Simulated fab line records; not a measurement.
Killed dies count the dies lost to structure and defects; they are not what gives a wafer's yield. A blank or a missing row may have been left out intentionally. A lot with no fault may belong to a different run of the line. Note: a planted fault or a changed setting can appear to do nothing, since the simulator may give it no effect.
The tool behind it: which one? -- flow berkeleyCmos170 -- 42 wafers from 14 lots sampled at 5 of the route's 331 steps

WHAT THE GAUGES SHOWED, per wafer
UCB170_GATE_CD_MEAS_12: target cd 350 nm. Usual: cdNm 350.8 nm, standard deviation 1.4.
lot,measured,on,cdNm (nm),flag
L211,day 6 16:17,cdSem-01,352.5 352.2 353.2,
L212,day 6 16:21,cdSem-02,350.3 348.4 350.2,
L214,day 7 05:22,cdSem-02,351.5 351.4 351.5,
L215,day 7 12:45,cdSem-01,351.4 351.5 351.7,
L216,day 8 01:19,cdSem-01,350.9 349.1 348.2,
L218,day 8 00:14,cdSem-01,351.2 350.7 350.6,
L219,day 8 01:35,cdSem-01,350.5 352.0 352.0,
L220,day 8 04:30,cdSem-02,350.3 350.9 350.1,
L222,day 8 16:47,cdSem-02,350.3 351.0 350.2,
L224,day 9 05:10,cdSem-01,350.5 349.9 349.5,
L225,day 9 11:27,cdSem-01,349.1 350.0 349.1,
L226,day 9 21:45,cdSem-01,350.4 349.4 350.7,
L229,day 9 21:57,cdSem-02,351.8 349.9 350.9,
L228,day 9 21:35,cdSem-02,349.6 350.2 349.9,

UCB170_NLDD_OVL_MEAS_07. Usual: NLDD_OVL gives 1 nm (standard deviation 5).
lot,measured,on,NLDD_OVL (nm),flag
L211,day 6 20:20,overlay-02,6 3 3,
L212,day 6 20:37,overlay-01,0 1 5,
L214,day 7 08:35,overlay-02,2 -2 4,
L215,day 7 16:19,overlay-02,-1 5 0,
L216,day 8 08:23,overlay-01,-4 -3 -5,
L218,day 8 07:19,overlay-02,3 3 -2,
L219,day 8 08:30,overlay-02,4 4 9,
L220,day 8 09:56,overlay-02,-1 -1 2,
L222,day 8 21:10,overlay-02,4 7 9,
L224,day 9 10:12,overlay-02,5 10 5,
L225,day 9 14:55,overlay-02,-14 -11 -5,
L226,day 10 03:35,overlay-01,-2 -5 -8,
L229,day 10 04:08,overlay-02,-9 -1 -3,
L228,day 10 03:19,overlay-02,6 2 -6,

UCB170_SPACER_THK_MEAS_01. Usual: SPACER_TEOS_THK gives 376 nm (standard deviation 4.4).
lot,measured,on,SPACER_TEOS_THK (nm),flag
L211,day 6 21:07,filmMetro-03,371 371 378,
L212,day 6 21:20,filmMetro-04,376 378 381,
L214,day 7 09:19,filmMetro-02,374 384 382,
L215,day 7 17:06,filmMetro-03,374 375 382,
L216,day 8 09:06,filmMetro-03,372 372 374,
L218,day 8 08:13,filmMetro-04,372 376 383,
L219,day 8 09:23,filmMetro-04,372 373 378,
L220,day 8 10:52,filmMetro-04,372 382 383,
L222,day 8 22:04,filmMetro-04,380 385 386,
L224,day 9 10:55,filmMetro-04,378 372 380,
L225,day 9 15:42,filmMetro-03,373 374 372,
L226,day 10 04:29,filmMetro-03,219 219 224 219 219 224,OFF
L229,day 10 07:05,filmMetro-03,223 226 229 223 226 229,OFF
L228,day 10 04:30,filmMetro-02,368 372 383,

WHAT TOOL EACH LOT RAN ON (gives the tool, then ch and the chambers of the sampled wafers, and finally the start)
lot,UCB170_ZERO_STRIP_07,UCB170_SPACER_CVD_00
L211,"plasmaAsher-02 ch 0,1, day 2 07:13","pecvd-03 ch 0,1, day 6 21:05"
L212,"plasmaAsher-04 ch 0,1, day 2 10:31","pecvd-04 ch 0,1, day 6 21:17"
L214,"plasmaAsher-04 ch 0, day 2 19:32","pecvd-01 ch 1,2, day 7 09:16"
L215,"plasmaAsher-02 ch 0,1, day 2 23:32","pecvd-01 ch 0,1,2, day 7 16:59"
L216,"plasmaAsher-04 ch 0, day 3 05:50","pecvd-03 ch 1,2, day 8 09:03"
L218,"plasmaAsher-02 ch 0,1, day 3 16:50","pecvd-01 ch 1,2, day 8 08:10"
L219,"plasmaAsher-04 ch 0,1, day 3 22:13","pecvd-01 ch 0,2, day 8 09:20"
L220,"plasmaAsher-02 ch 1, day 4 00:28","pecvd-04 ch 0,1,2, day 8 10:49"
L222,"plasmaAsher-04 ch 0,1, day 4 10:44","pecvd-01 ch 0,1,2, day 8 22:01"
L224,"plasmaAsher-04 ch 0,1, day 4 18:53","pecvd-01 ch 1,2, day 9 10:52"
L225,"plasmaAsher-04 ch 1, day 5 06:38","pecvd-04 ch 1,2, day 9 15:35"
L226,"plasmaAsher-02 ch 0,1, day 5 12:30","pecvd-01 ch 0,2, day 10 04:27"
L229,"plasmaAsher-03 ch 0,1, day 5 22:25","pecvd-01 ch 0,1,2, day 10 07:02"
L228,"plasmaAsher-02 ch 1, day 5 22:41","pecvd-04 ch 0,1, day 10 04:27"
- UCB170_ZERO_STRIP_07: strips in O2.
- UCB170_SPACER_CVD_00: deposits SiO2 from TEOS/O2, target thk 376 nm, time 47 s.

AS READ BY THE TOOLS THEMSELVES (means over the sampled wafers that have a number; for cases with no such wafer, the mark the record gives instead)
UCB170_ZERO_STRIP_07. Usual: drypumpMotorCurrentA 5.7 A, standard deviation 0.43; o2FlowSccm 400.0 sccm, standard deviation 1.2; oesProductAu 0.727 a.u., standard deviation 0.0045; stripTimeToEndpointS 21.51 s, standard deviation 0.045.
lot,tool,drypumpMotorCurrentA (A),o2FlowSccm (sccm),oesProductAu (a.u.),stripTimeToEndpointS (s),flag
L211,plasmaAsher-02,5.6,400.4,0.727,21.56,
L212,plasmaAsher-04,6.1,400.1,0.729,21.47,
L214,plasmaAsher-04,6.0,400.9,0.731,21.49,
L215,plasmaAsher-02,5.4,399.0,0.727,21.51,
L216,plasmaAsher-04,6.0,399.1,0.728,21.45,
L218,plasmaAsher-02,5.6,400.0,0.729,21.53,
L219,plasmaAsher-04,6.1,399.0,0.723,21.45,
L220,plasmaAsher-02,5.9,398.9,0.727,21.49,
L222,plasmaAsher-04,6.2,400.5,0.726,21.50,
L224,plasmaAsher-04,6.2,401.1,0.725,21.54,
L225,plasmaAsher-04,6.3,400.2,0.729,21.51,
L226,plasmaAsher-02,5.4,401.0,0.724,21.58,
L229,plasmaAsher-03,5.5,400.5,0.726,21.46,
L228,plasmaAsher-02,5.8,398.5,0.726,21.54,

UCB170_SPACER_CVD_00. Usual: heaterPowerW 290 W, standard deviation 44; pressureMtorr 8997 mTorr, standard deviation 15.
lot,tool,heaterPowerW (W),pressureMtorr (mTorr),flag
L211,pecvd-03,276,9015,
L212,pecvd-04,275,8989,
L214,pecvd-01,285,8992,
L215,pecvd-01,324,9003,
L216,pecvd-03,265,8994,
L218,pecvd-01,255,8996,
L219,pecvd-01,298,8979,
L220,pecvd-04,287,8986,
L222,pecvd-01,292,9010,
L224,pecvd-01,239,9004,
L225,pecvd-04,287,8999,
L226,pecvd-01,316,9007,
L229,pecvd-01,316,9000,
L228,pecvd-04,268,8987,

THE ANSWER, worked out from the rows above alone
Rule: a lot is off if the mean of its wafers that have a number lies more than 3 standard deviations from the usual mean. Also off: a lot with no number at a reading for which 4 or more lots have one. The other lots that the step has rows for count as sound. After the gauges, taken in route order, come the tools' own readings; for these a lot's mean is taken, as printed above. The first step at which some lot is off is used, and at that step the reading that is off furthest; a lot without a number counts as furthest.
Off: at UCB170_SPACER_THK_MEAS_01 (SPACER_TEOS_THK), L226, L229.
If a tool, at a process step before that reading, ran all the lots that are off and no sound lot after the first of them, it fits. Those tools and the gauges at UCB170_SPACER_THK_MEAS_01 are tried in the same way. Can't be told from this: 2 tools fit, pecvd-01 at UCB170_SPACER_CVD_00, filmMetro-03 at UCB170_SPACER_THK_MEAS_01.

WHAT THE SIMULATOR PUT IN
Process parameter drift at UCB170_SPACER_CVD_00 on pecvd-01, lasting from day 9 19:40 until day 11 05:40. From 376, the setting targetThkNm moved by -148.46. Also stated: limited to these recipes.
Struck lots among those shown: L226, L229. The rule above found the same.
